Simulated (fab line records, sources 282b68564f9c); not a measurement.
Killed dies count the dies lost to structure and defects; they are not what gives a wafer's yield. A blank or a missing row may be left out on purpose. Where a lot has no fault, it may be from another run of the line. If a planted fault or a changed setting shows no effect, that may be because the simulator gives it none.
A struck lot beside a sound one | flow ritCmos | 19 out of 202 route steps
Sound: wafers L455.2, L455.3, L455.5. The struck wafers were L470.1, L470.3, L470.6. The cause is given at the end.
Per side, at each step with rows, come the tool, then ch with its chambers, and then its first start. Under that, the readings that differ: sound wafers | struck wafers | difference of the means | sigmas: that difference in standard deviations of wafers without a fault.
alike: a reading whose means differ by less than 2 such deviations, as well as words and numbers matching on both sides. not compared: withheld readings; readings where some wafer has no value; bounds like >300 that might hide an equal value; numbers whose values overlap and for which the record gives no deviation.
A row with sigmas, a row that says differs or no value, or rows on one side alone: a step with any of these is where the two part. Non-overlapping numbers with no deviation appear without sigmas and do not part them. A reading missing from all wafers of one side parts the sides only when that side holds two or more wafers.

first, 4 steps without rows for these wafers: RIT_PSD_SOFTBAKE_02 (time 60 s); RIT_PSD_EXPOSE_03 (exposes mask M10, target cd 40900 nm); RIT_PSD_PEB_04; RIT_PSD_DEVELOP_05 (develop time 50 s).
RIT_PSD_OVL_MEAS_06:
  struck on overlay-02, day 6 11:31; sound on overlay-01, day 3 13:02
reading      | sound          | struck      | difference | sigmas
PSD_OVL (nm) | -1.9 -2.5 -0.5 | 1.8 3.4 2.8 | +4.3       | +3
then, 2 steps without rows for these wafers: RIT_PSD_HARDBAKE_07 (time 60 s); RIT_PSD_IMPLANT_08.
RIT_PSD_STRIP_09: strips in O2, time 180 s.
  sound on plasmaAsher-04 ch 1, day 3 13:22; struck on plasmaAsher-04 ch 0,1, day 6 11:50
  alike: drypumpMotorCurrentA
  not compared: rfHoursCounterH
RIT_PSD_TW_MEAS_10:
  struck on filmMetro-03, day 6 12:01; sound on filmMetro-02, day 3 13:32
  alike: PSD_TW
then, 3 steps without rows for these wafers: RIT_SDANNEAL_CLEAN_00 (cleans in SC1, time 600 s); RIT_SDANNEAL_CLEAN_01 (cleans in dHF, time 30 s); RIT_SDANNEAL_CLEAN_02 (cleans in SC2, time 600 s).
RIT_SDANNEAL_RTA_03: time 5 s.
  sound on rtpAnneal-02 ch 0, day 3 14:02; struck on rtpAnneal-02 ch 0, day 6 12:28
reading          | sound                | struck               | difference | sigmas
wafer_temp_C_max | 1055.8 1053.8 1054.3 | 1087.1 1087.4 1086.8 | +32.5      | +27
  alike: chamberO2Ppm
RIT_SDANNEAL_RS_MEAS_04: measurement is done with a four-point probe.
  struck on filmMetro-02, day 6 12:31; sound on filmMetro-01, day 3 14:06
reading         | sound                | struck            | difference | sigmas
PSD_RS (ohm/sq) | 115.63 115.94 115.76 | 93.98 94.20 94.21 | -21.65     | -90
RIT_SDANNEAL_RS_MEAS_05: measurement is done with a four-point probe.
  struck on filmMetro-02, day 6 12:38; sound on filmMetro-01, day 3 14:13
reading         | sound             | struck            | difference | sigmas
NSD_RS (ohm/sq) | 84.45 84.05 83.99 | 83.39 83.43 83.36 | -0.77      | -3
RIT_SDANNEAL_RS_MEAS_06: measurement is done with a four-point probe.
  struck on filmMetro-02, day 6 12:46; sound on filmMetro-01, day 3 14:20
reading          | sound             | struck            | difference | sigmas
PLDD_RS (ohm/sq) | 178.6 179.0 178.6 | 160.1 160.5 160.6 | -18.3      | -37
RIT_SDANNEAL_RS_MEAS_07: measurement is done with a four-point probe.
  struck on filmMetro-02, day 6 12:53; sound on filmMetro-01, day 3 14:28
reading          | sound             | struck            | difference | sigmas
NLDD_RS (ohm/sq) | 151.9 151.9 151.8 | 151.2 150.4 150.6 | -1.1       | -3
then, 1 step without rows for these wafers: RIT_SILICIDE_WET_ETCH_00 (etches SiO2 in BOE, target depth 14 nm, time 15 s).
RIT_M1_PROBE_99:
  rows exist in the record for the struck wafers here (prober-02, day 6 19:45), but not for the sound ones

WHERE THEY PART
At RIT_PSD_OVL_MEAS_06 first; at RIT_M1_PROBE_99 last (within this record only).

WHY: the cause the simulator had injected
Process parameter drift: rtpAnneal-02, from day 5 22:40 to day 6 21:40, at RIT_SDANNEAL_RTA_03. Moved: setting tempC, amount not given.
